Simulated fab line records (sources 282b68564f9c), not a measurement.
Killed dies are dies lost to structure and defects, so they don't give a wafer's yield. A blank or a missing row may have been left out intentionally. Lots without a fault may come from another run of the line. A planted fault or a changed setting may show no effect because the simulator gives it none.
fab line records || flow ritCmos
[record] {"lots": 5, "wafers": 15, "lastDay": 7}
route steps=202 shown ACTIVE@1 M1@202
lots that met no fault: from a run of the same line without faults
startH: hours from the record's opening day to when the first of the lot's shown wafers began || waitH: how many hours have passed since the lot's step before this one || " unchanged from the row above || L1.1+2: a single row standing in for several wafers || - no value present, or no start provided || * or withheld: withheld || < > ~ a bound
route shown NAME@n: NAME is a module with steps in the file, n the number in the route of the first one || usual: the fault-free wafers' mean and standard deviation || same: alike in all rows || chamber/n: place in a boat || sites: per-site readings || _std_site: the standard deviation of these || _edge_site: mean of outer sites minus mean of inner sites || radiusMm: how far each site lies from the wafer's centre || mask NAME#n: copy n || behind: tool/chamber where the wafer was last shaped || hold: why the lot went on hold/how many hours it stayed there/how the hold came to an end || device: whichever transistor did not switch (one of n, p or np) || end of line: tests run on the same wafers once the route is complete || step lacking rows: just its recipe || killed: the dies lost at the first sort to structure and to defects; this is not the yield of the wafer || map: a wafer's dies, marking killed ones x, the rest . and places with no die _
set.NAME: the setting the step ran with; set.NAME@STEP: the setting that earlier step ran with || model.NAME: the simulator's own value behind a step, which no gauge read
certain route steps with their lots: each step a table, each wafer a row
[[steps]]
[step RIT_ACTIVE_BOW_MEAS_00]
[recipe] {"mode": "bow"}
[usual] {"INCOMING_BOW": "-1/6.9"}
{"lot.wafer": "L660.2", "tool": "filmMetro-03", "chamber": "-", "startH": 15.02, "waitH": "-", "INCOMING_BOW[um]": 11}
{"lot.wafer": "L660.3", "tool": "filmMetro-03", "chamber": "-", "startH": 15.02, "waitH": "-", "INCOMING_BOW[um]": 10}
{"lot.wafer": "L660.5", "tool": "filmMetro-03", "chamber": "-", "startH": 15.02, "waitH": "-", "INCOMING_BOW[um]": 15}
{"lot.wafer": "L661.2", "tool": "filmMetro-02", "chamber": "-", "startH": 20.02, "waitH": "-", "INCOMING_BOW[um]": -11}
{"lot.wafer": "L661.3", "tool": "filmMetro-02", "chamber": "-", "startH": 20.02, "waitH": "-", "INCOMING_BOW[um]": 0}
{"lot.wafer": "L661.5", "tool": "filmMetro-02", "chamber": "-", "startH": 20.02, "waitH": "-", "INCOMING_BOW[um]": 7}
{"lot.wafer": "L670.1", "tool": "filmMetro-03", "chamber": "-", "startH": 65.00, "waitH": "-", "INCOMING_BOW[um]": -12}
{"lot.wafer": "L670.2", "tool": "filmMetro-03", "chamber": "-", "startH": 65.00, "waitH": "-", "INCOMING_BOW[um]": -8}
{"lot.wafer": "L670.3", "tool": "filmMetro-03", "chamber": "-", "startH": 65.00, "waitH": "-", "INCOMING_BOW[um]": 1}
{"lot.wafer": "L677.2", "tool": "filmMetro-03", "chamber": "-", "startH": 100.02, "waitH": "-", "INCOMING_BOW[um]": -6}
{"lot.wafer": "L677.5", "tool": "filmMetro-03", "chamber": "-", "startH": 100.02, "waitH": "-", "INCOMING_BOW[um]": 9}
{"lot.wafer": "L677.6", "tool": "filmMetro-03", "chamber": "-", "startH": 100.02, "waitH": "-", "INCOMING_BOW[um]": -1}
{"lot.wafer": "L682.1", "tool": "filmMetro-02", "chamber": "-", "startH": 125.00, "waitH": "-", "INCOMING_BOW[um]": 6}
{"lot.wafer": "L682.5", "tool": "filmMetro-02", "chamber": "-", "startH": 125.00, "waitH": "-", "INCOMING_BOW[um]": 0}
{"lot.wafer": "L682.6", "tool": "filmMetro-02", "chamber": "-", "startH": 125.00, "waitH": "-", "INCOMING_BOW[um]": 3}
[step RIT_ACTIVE_OXIDATION_01]
[recipe] {"tempC": 1000, "ambient": "O2", "targetThkA": 468, "oxTimeS": 3360}
[step RIT_ACTIVE_THK_MEAS_02]
[recipe] {"reads": "SiO2_of_ACTIVE_OXIDATION_01"}
[usual] {"ACTIVE_OXIDE_THK": "47.5/0.85"}
{"lot.wafer": "L660.2", "tool": "filmMetro-02", "chamber": "-", "startH": 17.09, "waitH": 0.0, "ACTIVE_OXIDE_THK[nm]": 48.2}
{"lot.wafer": "L660.3", "tool": "filmMetro-02", "chamber": "-", "startH": 17.09, "waitH": 0.0, "ACTIVE_OXIDE_THK[nm]": 47.9}
{"lot.wafer": "L660.5", "tool": "filmMetro-02", "chamber": "-", "startH": 17.09, "waitH": 0.0, "ACTIVE_OXIDE_THK[nm]": 48.2}
{"lot.wafer": "L661.2", "tool": "filmMetro-04", "chamber": "-", "startH": 22.60, "waitH": 0.0, "ACTIVE_OXIDE_THK[nm]": 46.7}
{"lot.wafer": "L661.3", "tool": "filmMetro-04", "chamber": "-", "startH": 22.60, "waitH": 0.0, "ACTIVE_OXIDE_THK[nm]": 46.8}
{"lot.wafer": "L661.5", "tool": "filmMetro-04", "chamber": "-", "startH": 22.60, "waitH": 0.0, "ACTIVE_OXIDE_THK[nm]": 47.4}
{"lot.wafer": "L670.1", "tool": "filmMetro-04", "chamber": "-", "startH": 67.05, "waitH": 0.0, "ACTIVE_OXIDE_THK[nm]": 50.3}
{"lot.wafer": "L670.2", "tool": "filmMetro-04", "chamber": "-", "startH": 67.05, "waitH": 0.0, "ACTIVE_OXIDE_THK[nm]": 50.5}
{"lot.wafer": "L670.3", "tool": "filmMetro-04", "chamber": "-", "startH": 67.05, "waitH": 0.0, "ACTIVE_OXIDE_THK[nm]": 50.9}
{"lot.wafer": "L677.2", "tool": "filmMetro-02", "chamber": "-", "startH": 102.06, "waitH": 0.0, "ACTIVE_OXIDE_THK[nm]": 48.1}
{"lot.wafer": "L677.5", "tool": "filmMetro-02", "chamber": "-", "startH": 102.06, "waitH": 0.0, "ACTIVE_OXIDE_THK[nm]": 47.8}
{"lot.wafer": "L677.6", "tool": "filmMetro-02", "chamber": "-", "startH": 102.06, "waitH": 0.0, "ACTIVE_OXIDE_THK[nm]": 47.9}
{"lot.wafer": "L682.1", "tool": "filmMetro-02", "chamber": "-", "startH": 127.05, "waitH": 0.0, "ACTIVE_OXIDE_THK[nm]": 47.5}
{"lot.wafer": "L682.5", "tool": "filmMetro-02", "chamber": "-", "startH": 127.05, "waitH": 0.0, "ACTIVE_OXIDE_THK[nm]": 48.0}
{"lot.wafer": "L682.6", "tool": "filmMetro-02", "chamber": "-", "startH": 127.05, "waitH": 0.0, "ACTIVE_OXIDE_THK[nm]": 47.2}
[step RIT_ACTIVE_CVD_03]
[recipe] {"material": "Si3N4", "targetThkNm": 150, "tempC": 810, "precursor": "SiH2Cl2/NH3", "timeS": 1500, "pressureMtorr": 300, "sih2cl2FlowSccm": 60, "nh3FlowSccm": 150}
[step RIT_M1_PROBE_99]
[usual] {"killedAtFrontEnd": "7.2/2.9", "killedDies": "7.3/2.9", "killedOpen": "3.6/1.9", "killedShort": "3.8/1.9"}
[same] {"grossDies": 264, "killed_at_M0_to_M3": 0, "killed_at_M4_up": 0, "killedAtBackSide": 0, "killedAtContacts": 0, "killedAtOther": 0}
{"lot.wafer": "L660.2", "tool": "prober-01", "chamber": "-", "startH": 66.04, "waitH": 0.1, "killedAtFrontEnd": 6, "killedDies": 6, "killedOpen": 4, "killedShort": 2}
{"lot.wafer": "L660.3", "tool": "prober-01", "chamber": "-", "startH": 66.09, "waitH": 0.2, "killedAtFrontEnd": 6, "killedDies": 6, "killedOpen": 4, "killedShort": 2}
{"lot.wafer": "L660.5", "tool": "prober-01", "chamber": "-", "startH": 66.19, "waitH": 0.2, "killedAtFrontEnd": 11, "killedDies": 11, "killedOpen": 7, "killedShort": 4}
{"lot.wafer": "L661.2", "tool": "prober-01", "chamber": "-", "startH": 68.81, "waitH": 0.1, "killedAtFrontEnd": 6, "killedDies": 6, "killedOpen": 2, "killedShort": 4}
{"lot.wafer": "L661.3", "tool": "prober-01", "chamber": "-", "startH": 68.86, "waitH": 0.2, "killedAtFrontEnd": 3, "killedDies": 3, "killedOpen": 1, "killedShort": 2}
{"lot.wafer": "L661.5", "tool": "prober-01", "chamber": "-", "startH": 68.96, "waitH": 0.2, "killedAtFrontEnd": 8, "killedDies": 8, "killedOpen": 3, "killedShort": 5}
{"lot.wafer": "L670.1", "tool": "prober-02", "chamber": "-", "startH": 111.91, "waitH": 0.1, "killedAtFrontEnd": 7, "killedDies": 7, "killedOpen": 4, "killedShort": 3}
{"lot.wafer": "L670.2", "tool": "prober-02", "chamber": "-", "startH": 111.96, "waitH": 0.1, "killedAtFrontEnd": 7, "killedDies": 7, "killedOpen": 3, "killedShort": 4}
{"lot.wafer": "L670.3", "tool": "prober-02", "chamber": "-", "startH": 112.01, "waitH": 0.2, "killedAtFrontEnd": 5, "killedDies": 5, "killedOpen": 3, "killedShort": 2}
{"lot.wafer": "L677.2", "tool": "prober-01", "chamber": "-", "startH": 147.27, "waitH": 0.1, "killedAtFrontEnd": 2, "killedDies": 2, "killedOpen": 0, "killedShort": 2}
{"lot.wafer": "L677.5", "tool": "prober-01", "chamber": "-", "startH": 147.42, "waitH": 0.2, "killedAtFrontEnd": 7, "killedDies": 7, "killedOpen": 4, "killedShort": 3}
{"lot.wafer": "L677.6", "tool": "prober-01", "chamber": "-", "startH": 147.47, "waitH": 0.2, "killedAtFrontEnd": 5, "killedDies": 5, "killedOpen": 1, "killedShort": 4}
{"lot.wafer": "L682.1", "tool": "prober-02", "chamber": "-", "startH": 174.74, "waitH": 0.1, "killedAtFrontEnd": 9, "killedDies": 9, "killedOpen": 6, "killedShort": 3}
{"lot.wafer": "L682.5", "tool": "prober-02", "chamber": "-", "startH": 174.94, "waitH": 0.2, "killedAtFrontEnd": 8, "killedDies": 8, "killedOpen": 2, "killedShort": 6}
{"lot.wafer": "L682.6", "tool": "prober-02", "chamber": "-", "startH": 174.99, "waitH": 0.2, "killedAtFrontEnd": 6, "killedDies": 6, "killedOpen": 2, "killedShort": 4}
// killed by level:class
L660.2 GATE:geometricParticle:open=2 FOX1:geometricParticle:short=1 FOX2:geometricParticle:open=1 GATE:geometricParticle:short=1 SPACER:geometricParticle:open=1
L660.3 FOX1:geometricParticle:open=2 FOX2:geometricParticle:short=1 GATE:geometricParticle:short=1 GATE:geometricParticle:open=1 SILICIDE:geometricParticle:open=1
L660.5 GATE:geometricParticle:short=3 GATE:geometricParticle:open=3 SILICIDE:geometricParticle:open=2 FOX1:geometricParticle:open=1 SPACER:geometricParticle:open=1 SPACER:geometricParticle:short=1
L661.2 FOX2:geometricParticle:short=2 FOX2:geometricParticle:open=2 GATE:geometricParticle:short=1 REOX:geometricParticle:short=1
L661.3 FOX2:geometricParticle:short=1 SPACER:geometricParticle:short=1 SPACER:geometricParticle:open=1
L661.5 GATE:geometricParticle:short=3 REOX:geometricParticle:open=3 REOX:geometricParticle:short=1 SPACER:geometricParticle:short=1
L670.1 SPACER:geometricParticle:short=2 SPACER:geometricParticle:open=2 GATE:geometricParticle:open=1 SILICIDE:geometricParticle:open=1 SILICIDE:geometricParticle:short=1
L670.2 FOX1:geometricParticle:short=2 SPACER:geometricParticle:open=2 SPACER:geometricParticle:short=2 REOX:geometricParticle:open=1
L670.3 GATE:geometricParticle:open=1 REOX:geometricParticle:open=1 SPACER:geometricParticle:short=1 SILICIDE:geometricParticle:open=1 SILICIDE:geometricParticle:short=1
L677.2 FOX2:geometricParticle:short=1 SILICIDE:geometricParticle:short=1
L677.5 GATE:geometricParticle:open=2 FOX1:geometricParticle:open=1 FOX1:geometricParticle:short=1 GATE:geometricParticle:short=1 REOX:geometricParticle:short=1 SPACER:geometricParticle:open=1
L677.6 FOX1:geometricParticle:short=1 REOX:geometricParticle:open=1 REOX:geometricParticle:short=1 SPACER:geometricParticle:short=1 SILICIDE:geometricParticle:short=1
L682.1 GATE:geometricParticle:open=3 REOX:geometricParticle:open=2 FOX1:geometricParticle:short=1 FOX2:geometricParticle:short=1 FOX2:geometricParticle:open=1 SPACER:geometricParticle:short=1
L682.5 GATE:geometricParticle:short=4 SPACER:geometricParticle:open=1 SPACER:geometricParticle:short=1 SILICIDE:geometricParticle:short=1 SILICIDE:geometricParticle:open=1
L682.6 SILICIDE:geometricParticle:short=2 ACTIVE:geometricParticle:open=1 FOX1:geometricParticle:short=1 GATE:geometricParticle:open=1 GATE:geometricParticle:short=1
[[key]]
[firstSign] {"step": "RIT_ACTIVE_THK_MEAS_02", "reading": "ACTIVE_OXIDE_THK", "direction": "up", "sigmas": 3.6, "usual": 47.5, "struck": 50.6}
effect none on later readings
metAt RIT_ACTIVE_THK_MEAS_02
struckWafers L670.1,L670.2,L670.3
testerLeftOut L670
onsetBetween 22.60 67.05
[fault] {"kind": "metrologyMatchingOffset", "tool": "filmMetro-04", "chamber": "-", "onsetH": 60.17, "steps": "RIT_ACTIVE_THK_MEAS_02", "param": "thkNm", "offset": 2.5693}
// testerLeftOut: of these lots the tester's yield and bins aren't shown, on N5 and GAA mostly nor the transistor test; their killed dies are dies lost to structure and defects alone, not to doping, threshold or leakage, so they don't give the yield
